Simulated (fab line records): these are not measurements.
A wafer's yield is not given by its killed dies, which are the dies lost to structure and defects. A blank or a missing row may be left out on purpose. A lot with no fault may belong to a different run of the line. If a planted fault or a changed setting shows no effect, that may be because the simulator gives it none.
A lot that was struck, set against a sound lot :: flow rit cmos :: 44 steps out of a route of 202
Sound: these wafers, L158.2, L158.4, L158.5. Wafers L170.1, L170.4, L170.6 were the ones struck. The cause is named last.
Order at every step that has rows: each side's tool, ch and its chambers, its first start. Under that, the readings that differ: sound wafers :: struck wafers :: difference of the means :: sigmas: that difference in standard deviations of wafers without a fault.
alike: readings whose means differ by less than 2 such deviations, and words and numbers that are the same on both sides. not compared: withheld readings, readings that some wafer has no value for, bounds like >300 that may hide the same value, and numbers for which the record gives no deviation and whose values overlap.
Wherever a step has rows on one side only, a row that says differs or no value, or a row with sigmas, the two part there. Numbers that don't overlap but have no deviation are shown without sigmas and don't part them. A reading that every wafer of one side lacks parts them only if that side has two wafers or more.

first, 2 steps without rows for these wafers: RIT_NLDD_HARDBAKE_07 (time 60 s); RIT_NLDD_IMPLANT_08.
RIT_NLDD_STRIP_09: strips in O2, time 180 s.
  sound on plasma asher-03 ch 0,1, day 2 22:03; struck on plasma asher-03 ch 1, day 5 11:37
  alike: chamber pressure mTorr, drypump motor current A, rf refl power W
  not compared: rf hours counter h
RIT_NLDD_TW_MEAS_10:
  sound on film metro-01, day 2 22:14; struck on film metro-02, day 5 11:48
  alike: NLDD_TW
then, 6 steps without rows for these wafers: RIT_PLDD_HMDS_00 (prime time 60 s); RIT_PLDD_COAT_01 (resist thk 1000 nm); RIT_PLDD_SOFTBAKE_02 (time 60 s); RIT_PLDD_EXPOSE_03 (exposes mask M8, target cd 40900 nm); RIT_PLDD_PEB_04; RIT_PLDD_DEVELOP_05 (develop time 50 s).
RIT_PLDD_OVL_MEAS_06:
  sound on overlay-01, day 2 23:26; struck on overlay-02, day 5 12:50
  alike: PLDD_OVL
then, 1 step without rows for these wafers: RIT_PLDD_HARDBAKE_07 (time 60 s).
RIT_PLDD_IMPLANT_08:
  sound on implanter-02 ch 0, day 2 23:38; struck on implanter-02 ch 0, day 5 13:20
RIT_PLDD_STRIP_09: strips in O2, time 180 s.
  sound on plasma asher-01 ch 0,1, day 2 23:46; struck on plasma asher-03 ch 0,1, day 5 13:29
  alike: chamber pressure mTorr, drypump motor current A, rf refl power W
  not compared: rf hours counter h
RIT_PLDD_TW_MEAS_10:
  sound on film metro-01, day 2 23:57; struck on film metro-01, day 5 13:40
reading: PLDD_TW
sound: 2332 2334 2329
struck: 2736 2725 2747
difference: +404
sigmas: +29
then, 4 steps without rows for these wafers: RIT_SPACER_CLEAN_00 (cleans in SC1, time 600 s); RIT_SPACER_CLEAN_01 (cleans in dHF, time 30 s); RIT_SPACER_CLEAN_02 (cleans in SC2, time 600 s); RIT_SPACER_CVD_03 (deposits Si3N4 from SiH2Cl2/NH3, target thk 250 nm, time 3300 s).
RIT_SPACER_THK_MEAS_04:
  sound on film metro-04, day 3 02:17; struck on film metro-03, day 5 17:34
  alike: SPACER_NITRIDE_THK
RIT_SPACER_ETCHBACK_05: etches Si3N4 in SF6/CHF3, stops on SiO2, target depth 250 nm, time 240 s.
  sound on rie diel-01 ch 0,1,3, day 3 02:20; struck on rie diel-03 ch 2,3, day 5 17:37
  alike: chamber pressure mTorr, drypump motor current A, oes product au, rf fwd power W, throttle valve pct
  not compared: rf hours counter h
then, 6 steps without rows for these wafers: RIT_NSD_HMDS_00 (prime time 60 s); RIT_NSD_COAT_01 (resist thk 1000 nm); RIT_NSD_SOFTBAKE_02 (time 60 s); RIT_NSD_EXPOSE_03 (exposes mask M9, target cd 40700 nm); RIT_NSD_PEB_04; RIT_NSD_DEVELOP_05 (develop time 50 s).
RIT_NSD_OVL_MEAS_06:
  sound on overlay-02, day 3 03:36; struck on overlay-02, day 5 18:37
  alike: NSD_OVL
then, 2 steps without rows for these wafers: RIT_NSD_HARDBAKE_07 (time 60 s); RIT_NSD_IMPLANT_08.
RIT_NSD_STRIP_09: strips in O2, time 180 s.
  sound on plasma asher-02 ch 0, day 3 03:56; struck on plasma asher-02 ch 0,1, day 5 18:58
  alike: chamber pressure mTorr, drypump motor current A, rf refl power W
  not compared: rf hours counter h
RIT_NSD_TW_MEAS_10:
  sound on film metro-02, day 3 04:07; struck on film metro-01, day 5 19:08
  alike: NSD_TW
then, 6 steps without rows for these wafers: RIT_PSD_HMDS_00 (prime time 60 s); RIT_PSD_COAT_01 (resist thk 1000 nm); RIT_PSD_SOFTBAKE_02 (time 60 s); RIT_PSD_EXPOSE_03 (exposes mask M10, target cd 40900 nm); RIT_PSD_PEB_04; RIT_PSD_DEVELOP_05 (develop time 50 s).
RIT_PSD_OVL_MEAS_06:
  sound on overlay-01, day 3 05:09; struck on overlay-02, day 5 20:10
  alike: PSD_OVL
then, 2 steps without rows for these wafers: RIT_PSD_HARDBAKE_07 (time 60 s); RIT_PSD_IMPLANT_08.
RIT_PSD_STRIP_09: strips in O2, time 180 s.
  sound on plasma asher-01 ch 0,1, day 3 05:29; struck on plasma asher-03 ch 0,1, day 5 20:31
  alike: chamber pressure mTorr, drypump motor current A, rf refl power W
  not compared: rf hours counter h
RIT_SDANNEAL_RS_MEAS_06: measures by four-point-probe.
  sound on film metro-02, day 3 06:26; struck on film metro-02, day 5 21:26
reading: PLDD_RS (ohm/sq)
sound: 177.2 176.6 177.0
struck: 151.0 150.4 150.9
difference: -26.2
sigmas: -52
next, for these wafers, 1 step has no rows: RIT_M1_PROBE_99.

== WHERE THEY PART ==
Earliest at RIT_PLDD_TW_MEAS_10; latest, in this record, at RIT_SDANNEAL_RS_MEAS_06.

WHY: what had been put in by the simulator
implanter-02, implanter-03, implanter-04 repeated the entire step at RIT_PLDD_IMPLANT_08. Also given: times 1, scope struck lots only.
